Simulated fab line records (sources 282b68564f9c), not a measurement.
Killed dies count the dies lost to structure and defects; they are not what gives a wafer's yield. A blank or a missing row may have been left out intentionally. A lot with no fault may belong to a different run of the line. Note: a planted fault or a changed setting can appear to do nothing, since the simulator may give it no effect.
Split-lot trial -- flow rit_cmos -- route with 202 steps; 5 lots, 23 wafers read

SPLIT DETAILS
At RIT_PLDD_SOFTBAKE_02 (time 60 s), the setting temp_c was moved away from the recipe's 90 C on 11 of the 23 wafers read, by -2.8% to +3.5%. For the rest of the wafers, this setting stayed at what the recipe calls for.

FROM THE SPLIT TO THE READING: what the file shows between them, 2 steps
- RIT_PLDD_EXPOSE_03: exposes mask M8, target cd 40900 nm
- RIT_PLDD_PEB_04

THE READING
NOVOLAK_of_PLDD_COAT_01.thk_nm (the simulator's own value, which no gauge read), in nm, at RIT_PLDD_DEVELOP_05 (develop time 50 s). The file does not state a usual value for it. The 12 wafers here that ran the recipe average 1001.1 nm, standard deviation 2 nm.

wafer,"tool, chamber at the split","temp_c as run, C",against the recipe,"NOVOLAK_of_PLDD_COAT_01.thk_nm, nm",against lot-mates on the recipe
L075.1,"litho_track-02, 0",90,recipe,1002,-
L075.2,"litho_track-02, 0",90,recipe,1002,-
L075.4,"litho_track-02, 0",93.15,+3.5%,995,-7.7
L075.5,"litho_track-02, 0",93.15,+3.5%,995.2,-7.5
L075.6,"litho_track-02, 0",90,recipe,1004,-
L076.1,"litho_track-01, 0",92.44,+2.7%,992.5,-5.8
L076.2,"litho_track-01, 0",90,recipe,997.1,-
L076.3,"litho_track-01, 0",92.44,+2.7%,992.6,-5.7
L076.4,"litho_track-01, 0",90,recipe,999.5,-
L076.6,"litho_track-01, 0",92.44,+2.7%,992.4,-5.9
L078.1,"litho_track-01, 0",90,recipe,1001,-
L078.2,"litho_track-01, 0",87.86,-2.4%,1008,+6.0
L078.3,"litho_track-01, 0",87.86,-2.4%,1008,+6.0
L078.4,"litho_track-01, 0",87.86,-2.4%,1008,+6.0
L078.5,"litho_track-01, 0",90,recipe,1003,-
L081.1,"litho_track-01, 0",87.52,-2.8%,1008,+5.5
L081.2,"litho_track-01, 0",87.52,-2.8%,1012,+9.5
L081.3,"litho_track-01, 0",87.52,-2.8%,1011,+8.5
L081.4,"litho_track-01, 0",90,recipe,1004,-
L081.5,"litho_track-01, 0",90,recipe,1001,-
L085.1,"litho_track-02, 0",90,recipe,998.8,-
L085.4,"litho_track-02, 0",90,recipe,999.2,-
L085.6,"litho_track-02, 0",90,recipe,1002,-

FIT RESULTS
A straight line over all 23 wafers: NOVOLAK_of_PLDD_COAT_01.thk_nm changes by -2.75 nm for each +1% of temp_c; r = -0.94; the points scatter about the line by 2.1 nm.
The same after taking each lot's own level away (the mean of its wafers on the recipe; 23 wafers): -2.41 nm for each +1%; r = -0.97; scatter 1.2 nm.
According to that fit, moving temp_c by its largest amount changes the reading by 8.4 nm.
From 998.30 to 1002.67 nm: that is the span of the lots' own levels, equal to 2.1 times the standard deviation above.
So the lot-to-lot level changes the slope: the two fits differ.
Check: -8.15 nm against its lot-mates is what the line predicts for one of the wafers moved furthest among these (+3.5%) when that wafer is left out of the fit. Against them it came out at -7.67 nm.

FURTHER SPLITS ON THESE WAFERS
Other splits were also applied to these wafers ahead of the reading. Each is held against what the fit with the lots' levels taken away leaves over:
other split on the same wafers,wafers away from the commonest value,r with NOVOLAK_of_PLDD_COAT_01.thk_nm (lot level and that fit taken away)
RIT_GATE_DEVELOP_15 develop_time_s,7,-0.19
RIT_GATE_ETCH_19 time_s,11,-0.02
RIT_REOX_OXIDATION_03 temp_c,18,+0.09
RIT_NLDD_IMPLANT_08 energy_kev,6,-0.01

FILE'S OWN FIT
NOVOLAK_of_PLDD_COAT_01.thk_nm changes by -2.39 nm for each +1% of temp_c, r = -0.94.
